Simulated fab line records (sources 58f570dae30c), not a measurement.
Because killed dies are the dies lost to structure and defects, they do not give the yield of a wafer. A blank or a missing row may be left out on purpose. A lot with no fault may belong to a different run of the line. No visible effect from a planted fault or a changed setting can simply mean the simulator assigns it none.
The tool behind it: which one?	flow berkeley_cmos170	42 wafers from 14 lots sampled at 5 of the route's 331 steps

== WHAT THE GAUGES READ, wafer by wafer ==
UCB170_V1_CD_MEAS_90 targets a cd of 700 nm. Usual: cd_nm 700.3 nm, standard deviation 1.6.
lot	measured	on	cd_nm (nm)	flag
L687	day 8 16:13	cd_sem-01	698.9 699.4 699.5	
L686	day 8 16:22	cd_sem-02	699.6 700.7 700.2	
L689	day 9 04:58	cd_sem-02	702.3 704.1 703.8	
L690	day 9 05:16	cd_sem-01	696.3 695.8 696.9	
L691	day 9 16:28	cd_sem-02	702.0 700.9 714.6	OFF
L694	day 10 07:16	cd_sem-02	712.1 699.9 711.0	OFF
L698	day 11 01:10	cd_sem-01	698.9 698.9 699.2	
L699	day 11 01:14	cd_sem-02	699.4 701.2 698.5	
L700	day 11 22:26	cd_sem-01	701.2 700.2 699.9	
L703	day 12 10:31	cd_sem-02	701.8 702.7 701.1	
L706	day 12 19:50	cd_sem-02	698.9 700.5 700.8	
L708	day 12 22:37	cd_sem-01	700.8 701.3 701.7	
L709	day 12 22:42	cd_sem-02	699.4 698.8 700.3	
L705	day 13 00:20	cd_sem-02	700.4 699.6 700.3	

UCB170_M2_CD_MEAS_90 targets a cd of 700 nm. Usual: cd_nm 699.6 nm, standard deviation 2.2.
lot	measured	on	cd_nm (nm)	flag
L687	day 8 20:05	cd_sem-02	700.8 701.0 701.4	
L686	day 8 19:39	cd_sem-02	703.3 700.7 701.8	
L689	day 9 08:04	cd_sem-02	699.2 702.0 704.8	
L690	day 9 08:19	cd_sem-02	698.2 696.9 701.0	
L691	day 9 19:46	cd_sem-01	703.7 702.9 702.5	
L694	day 10 10:10	cd_sem-02	700.7 700.3 697.2	
L698	day 11 05:46	cd_sem-02	698.0 700.0 699.1	
L699	day 11 06:01	cd_sem-01	699.4 697.9 698.3	
L700	day 12 01:10	cd_sem-01	701.1 702.9 700.7	
L703	day 12 13:08	cd_sem-02	699.2 699.6 700.4	
L706	day 12 22:21	cd_sem-01	698.1 700.4 701.9	
L708	day 13 01:14	cd_sem-01	698.1 694.9 696.9	
L709	day 13 01:28	cd_sem-01	697.0 695.3 698.7	
L705	day 13 03:14	cd_sem-02	699.5 699.2 698.8	

== WHAT TOOL EACH LOT RAN ON (gives the tool, then ch and the chambers of the sampled wafers, and finally the start) ==
lot	UCB170_V1_ETCH_14	UCB170_V1_STRIP_15	UCB170_M2_SPUTTER_01
L687	rie_diel-01 ch 0,3, day 8 15:56	plasma_asher-02 ch 0,1, day 8 16:07	pvd_sputter-01, day 8 16:25
L686	rie_diel-02 ch 0,1,2, day 8 16:04	plasma_asher-04 ch 0,1, day 8 16:14	pvd_sputter-04, day 8 16:32
L689	rie_diel-04 ch 0,2,3, day 9 04:41	plasma_asher-01 ch 0,1, day 9 04:52	pvd_sputter-02, day 9 05:09
L690	rie_diel-01 ch 0,1,3, day 9 04:58	plasma_asher-02 ch 0,1, day 9 05:08	pvd_sputter-04, day 9 05:25
L691	rie_diel-04 ch 0,2, day 9 16:09	plasma_asher-02 ch 0,1, day 9 16:22	pvd_sputter-04, day 9 16:37
L694	rie_diel-04 ch 2,3, day 10 06:59	plasma_asher-01 ch 0,1, day 10 07:10	pvd_sputter-01, day 10 07:27
L698	rie_diel-01 ch 0,1,3, day 11 00:50	plasma_asher-02 ch 0,1, day 11 01:03	pvd_sputter-02, day 11 01:19
L699	rie_diel-02 ch 1,3, day 11 00:58	plasma_asher-01 ch 0,1, day 11 01:08	pvd_sputter-01, day 11 01:26
L700	rie_diel-01 ch 1,2, day 11 22:09	plasma_asher-04 ch 0,1, day 11 22:20	pvd_sputter-02, day 11 22:37
L703	rie_diel-02 ch 2,3, day 12 10:14	plasma_asher-01 ch 0,1, day 12 10:25	pvd_sputter-01, day 12 10:42
L706	rie_diel-02 ch 0,2,3, day 12 19:34	plasma_asher-02 ch 0,1, day 12 19:44	pvd_sputter-01, day 12 20:02
L708	rie_diel-01 ch 0,3, day 12 22:17	plasma_asher-04 ch 0,1, day 12 22:30	pvd_sputter-04, day 12 22:46
L709	rie_diel-04 ch 0,1,2, day 12 22:25	plasma_asher-01 ch 0,1, day 12 22:36	pvd_sputter-01, day 12 22:53
L705	rie_diel-04 ch 1,2,3, day 13 00:02	plasma_asher-04 ch 0,1, day 13 00:13	pvd_sputter-02, day 13 00:30
- UCB170_V1_ETCH_14: etches SiO2 in CHF3/CF4/Ar, stops on Al, target depth 1250 nm, time 291 s.
- UCB170_V1_STRIP_15: strips in O2.
- UCB170_M2_SPUTTER_01: material Al, target thk 900 nm, time 120 s.

== AS READ BY THE TOOLS THEMSELVES (means over the sampled wafers that have a number; for cases with no such wafer, the mark the record gives instead) ==
UCB170_V1_ETCH_14. Usual: drypump_motor_current_A 5.5 A, standard deviation 0.49; oes_product_au 0.870 a.u., standard deviation 0.015; rf_fwd_power_W 698.5 W, standard deviation 2.3; throttle_valve_pct 6.91 %, standard deviation 0.09.
lot	tool	drypump_motor_current_A (A)	oes_product_au (a.u.)	rf_fwd_power_W (W)	throttle_valve_pct (%)	flag
L687	rie_diel-01	5.9	0.870	697.9	6.99	
L686	rie_diel-02	5.2	0.884	700.0	6.91	
L689	rie_diel-04	5.5	0.860	698.7	6.87	
L690	rie_diel-01	5.5	0.876	697.9	6.90	
L691	rie_diel-04	5.3	0.863	861.4	6.84	OFF
L694	rie_diel-04	5.7	0.856	1023.4	6.85	OFF
L698	rie_diel-01	5.5	0.877	698.0	6.93	
L699	rie_diel-02	5.1	0.864	699.2	6.93	
L700	rie_diel-01	4.8	0.868	695.8	6.92	
L703	rie_diel-02	5.2	0.884	696.7	6.93	
L706	rie_diel-02	5.2	0.890	699.9	6.89	
L708	rie_diel-01	6.0	0.867	699.7	7.00	
L709	rie_diel-04	5.7	0.866	698.5	6.85	
L705	rie_diel-04	5.9	0.862	699.4	6.88	

UCB170_V1_STRIP_15. Usual: drypump_motor_current_A 5.9 A, standard deviation 0.56; oes_product_au 0.721 a.u., standard deviation 0.0043; strip_time_to_endpoint_s 15.03 s, standard deviation 0.084.
lot	tool	drypump_motor_current_A (A)	oes_product_au (a.u.)	strip_time_to_endpoint_s (s)	flag
L687	plasma_asher-02	6.4	0.724	14.98	
L686	plasma_asher-04	5.1	0.723	15.03	
L689	plasma_asher-01	6.1	0.721	15.06	
L690	plasma_asher-02	6.4	0.719	14.99	
L691	plasma_asher-02	6.1	0.723	14.52	OFF
L694	plasma_asher-01	6.1	0.721	13.75	OFF
L698	plasma_asher-02	6.4	0.720	15.04	
L699	plasma_asher-01	6.1	0.717	15.02	
L700	plasma_asher-04	5.0	0.722	14.99	
L703	plasma_asher-01	6.1	0.720	14.99	
L706	plasma_asher-02	6.0	0.723	15.10	
L708	plasma_asher-04	5.1	0.721	14.99	
L709	plasma_asher-01	6.1	0.723	15.06	
L705	plasma_asher-04	5.1	0.717	15.07	

UCB170_M2_SPUTTER_01. Usual: throttle_valve_pct 30.0 %, standard deviation 0.95.
lot	tool	throttle_valve_pct (%)	flag
L687	pvd_sputter-01	30.3	
L686	pvd_sputter-04	28.7	
L689	pvd_sputter-02	31.0	
L690	pvd_sputter-04	29.5	
L691	pvd_sputter-04	28.6	
L694	pvd_sputter-01	29.8	
L698	pvd_sputter-02	31.1	
L699	pvd_sputter-01	29.7	
L700	pvd_sputter-02	31.3	
L703	pvd_sputter-01	30.2	
L706	pvd_sputter-01	30.2	
L708	pvd_sputter-04	30.3	
L709	pvd_sputter-01	29.7	
L705	pvd_sputter-02	31.2	

== THE ANSWER, worked out from the rows above alone ==
Rule: take the mean of a lot's wafers that have a number; if it is more than 3 standard deviations from the usual mean, the lot is off. A lot without any number at a reading at which 4 lots or more have one is off too. Where the step has rows for the other lots, those lots are counted as sound. Order of review: gauges by route order, followed by the tools' own readings, for which a lot's mean as printed above is used. At the first step where some lot is off, the reading lying furthest off is the one used; lots without a number count as furthest.
Off at UCB170_V1_CD_MEAS_90 (cd_nm): L691, L694.
If a tool, at a process step before that reading, ran all the lots that are off and no sound lot after the first of them, it fits. Not tried: the gauges at UCB170_V1_CD_MEAS_90; whatever is off there is also off at UCB170_V1_ETCH_14, on other tools, and gauge error can't account for it. None of those tried fits.

== WHAT THE SIMULATOR HAD INSERTED ==
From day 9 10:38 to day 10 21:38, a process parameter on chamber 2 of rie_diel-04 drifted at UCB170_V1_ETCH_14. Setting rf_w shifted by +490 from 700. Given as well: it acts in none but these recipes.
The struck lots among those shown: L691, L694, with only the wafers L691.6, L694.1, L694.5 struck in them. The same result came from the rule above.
